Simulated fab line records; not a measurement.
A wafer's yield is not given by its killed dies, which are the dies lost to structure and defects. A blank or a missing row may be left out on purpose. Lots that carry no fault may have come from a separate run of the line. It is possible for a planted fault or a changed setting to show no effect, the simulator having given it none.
Comparing a struck lot with a sound one / flow berkeley-cmos170 / 43 out of 331 route steps
Sound: these wafers, L139.1, L139.5, L139.6. Wafers L146.2, L146.3, L146.4 were the ones struck. The cause is named last.
Each step with rows lists, per side, the tool, then ch with its chambers, then its first start. Under that, the readings that differ: sound wafers / struck wafers / difference of the means / sigmas: that difference in standard deviations of wafers without a fault.
alike: readings whose means differ by less than 2 such deviations, and words and numbers that are the same on both sides. not compared: withheld readings, readings that some wafer has no value for, bounds like >300 that may hide the same value, and numbers for which the record gives no deviation and whose values overlap.
The two part at a step that has a row with sigmas, a row that says differs or no value, or rows on one side only. When numbers do not overlap yet have no deviation, they are printed without sigmas and do not part them. Lack of a reading on every wafer of one side parts them only where that side has two or more wafers.

UCB170_PWELL_THK_MEAS_06:
  sound on film-metro-02 at day 5 01:22; struck on film-metro-03 at day 6 14:29
  alike: PWELL_NITRIDE_THK
then, 6 steps without rows for these wafers: UCB170_PWELL_HMDS_07 (prime time 60 s); UCB170_PWELL_COAT_08 (resist thk 900 nm); UCB170_PWELL_SOFTBAKE_09 (time 60 s); UCB170_PWELL_EXPOSE_10 (exposes mask PWELL, target cd 3000 nm); UCB170_PWELL_PEB_11; UCB170_PWELL_DEVELOP_12 (develop time 45 s).
UCB170_PWELL_OVL_MEAS_13:
  sound on overlay-01 at day 5 02:56; struck on overlay-01 at day 6 15:42
  alike: PWELL_OVL
UCB170_PWELL_ETCH_14: etches Si3N4 in CH3F/Ar/O2, stops on SiO2, target depth 242 nm, time 151 s.
  sound on rie-diel-04 ch 1,2,3, day 5 02:58; struck on rie-diel-01 ch 0,1,3, day 6 15:44
  alike: drypump-motor-current-A, mfc-ar-sccm, oes-product-au, throttle-valve-pct
  not compared: rf-hours-counter-h
after that, 1 step had no rows for these wafers: UCB170_PWELL_IMPLANT_15.
UCB170_PWELL_STRIP_16: strips in O2.
  sound on plasma-asher-03 ch 0,1, day 5 03:13; struck on plasma-asher-01 ch 0,1, day 6 15:59
  alike: drypump-motor-current-A, oes-product-au, strip-time-to-endpoint-s
  not compared: rf-hours-counter-h
UCB170_PWELL_TW_MEAS_17:
  sound on film-metro-01 at day 5 03:19; struck on film-metro-03 at day 6 16:05
  alike: PWELL_TW
UCB170_PWELL_CLEAN_18: cleans in SPM, time 600 s.
  sound on wet-bench-02 ch 1, day 5 03:23; struck on wet-bench-02 ch 0, day 6 16:08
then, 4 steps without rows for these wafers: UCB170_PWELL_WET_ETCH_19 (etches Si3N4 in H3PO4, time 14400 s); UCB170_PWELL_WET_ETCH_20 (etches SiO2 in BOE, time 22 s); UCB170_WELLDRIVE_CLEAN_00 (cleans in SPM, time 600 s); UCB170_WELLDRIVE_OXIDATION_01 (target thk 199 nm, ox time 9000 s).
UCB170_WELLDRIVE_THK_MEAS_02:
  sound on film-metro-04 at day 5 15:22; struck on film-metro-03 at day 7 05:07
  alike: WELLDRIVE_OXIDE_THK
then, 5 steps without rows for these wafers: UCB170_WELLDRIVE_ANNEAL_03 (time 900 s); UCB170_WELLDRIVE_WET_ETCH_04 (etches SiO2 in BOE, time 120 s); UCB170_ACTIVE_CLEAN_00 (cleans in SPM, time 600 s); UCB170_ACTIVE_CLEAN_01 (cleans in dHF, time 60 s); UCB170_ACTIVE_OXIDATION_02 (target thk 26.4 nm, ox time 1260 s).
UCB170_ACTIVE_THK_MEAS_03:
  sound on film-metro-01 at day 6 03:14; struck on film-metro-01 at day 7 19:04
  alike: ACTIVE_OXIDE_THK
then, 2 steps without rows for these wafers: UCB170_ACTIVE_ANNEAL_04 (time 900 s); UCB170_ACTIVE_CVD_05 (deposits Si3N4 from SiH2Cl2/NH3, target thk 220 nm, time 3300 s).
UCB170_ACTIVE_THK_MEAS_06:
  sound on film-metro-02 at day 6 12:04; struck on film-metro-01 at day 8 03:40
  alike: ACTIVE_NITRIDE_THK
then, 6 steps without rows for these wafers: UCB170_ACTIVE_HMDS_07 (prime time 60 s); UCB170_ACTIVE_COAT_08 (resist thk 900 nm); UCB170_ACTIVE_SOFTBAKE_09 (time 60 s); UCB170_ACTIVE_EXPOSE_10 (exposes mask ACTIVE, target cd 1200 nm); UCB170_ACTIVE_PEB_11; UCB170_ACTIVE_DEVELOP_12 (develop time 45 s).
UCB170_ACTIVE_CD_MEAS_13 targets a cd of 1200 nm.
  sound on cd-sem-02 at day 6 12:58; struck on cd-sem-02 at day 8 05:18
reading=cd-nm (nm); sound=1202.0 1201.5 1203.2; struck=1197.7 1197.9 1198.4; difference=-4.2; sigmas=-3
UCB170_ACTIVE_OVL_MEAS_14:
  sound on overlay-02 at day 6 13:05; struck on overlay-01 at day 8 05:25
reading=ACTIVE_OVL (nm); sound=8 6 2; struck=-10 -2 -8; difference=-12; sigmas=-2
UCB170_ACTIVE_ETCH_15: etches Si3N4 in CH3F/Ar/O2, stops on SiO2, target depth 242 nm, time 151 s.
  sound on rie-diel-03 ch 0,1,3, day 6 13:07; struck on rie-diel-03 ch 0,3, day 8 05:26
  alike: drypump-motor-current-A, mfc-ar-sccm, oes-product-au, throttle-valve-pct
  not compared: rf-hours-counter-h
UCB170_ACTIVE_STRIP_16: strips in O2.
  sound on plasma-asher-02 ch 0,1, day 6 13:13; struck on plasma-asher-04 ch 0,1, day 8 05:32
  alike: drypump-motor-current-A, oes-product-au, strip-time-to-endpoint-s
  not compared: rf-hours-counter-h
UCB170_ACTIVE_CD_MEAS_90 targets a cd of 1200 nm.
  sound on cd-sem-02 at day 6 13:19; struck on cd-sem-01 at day 8 05:40
reading=cd-nm (nm); sound=1201.6 1201.7 1203.6; struck=1197.7 1198.1 1198.3; difference=-4.3; sigmas=-3
then, 4 steps without rows for these wafers: UCB170_ACTIVE_CLEAN_17 (cleans in SPM, time 600 s); UCB170_PFIELD_HMDS_00 (prime time 60 s); UCB170_PFIELD_COAT_01 (resist thk 900 nm); UCB170_PFIELD_SOFTBAKE_02 (time 60 s).
-- the record jumps here: 4 days lie between the struck wafers' starts before and after (it left off in module PFIELD and takes up again in module M3, whose first step shown is number 331 of the route) --
UCB170_M3_PROBE_99:
  record: rows for the struck wafers here (prober-01, day 12 09:01), none for the sound ones

WHERE THEY PART
Earliest at UCB170_ACTIVE_CD_MEAS_13; latest, in this record, at UCB170_M3_PROBE_99.

WHY: what the simulator had put in
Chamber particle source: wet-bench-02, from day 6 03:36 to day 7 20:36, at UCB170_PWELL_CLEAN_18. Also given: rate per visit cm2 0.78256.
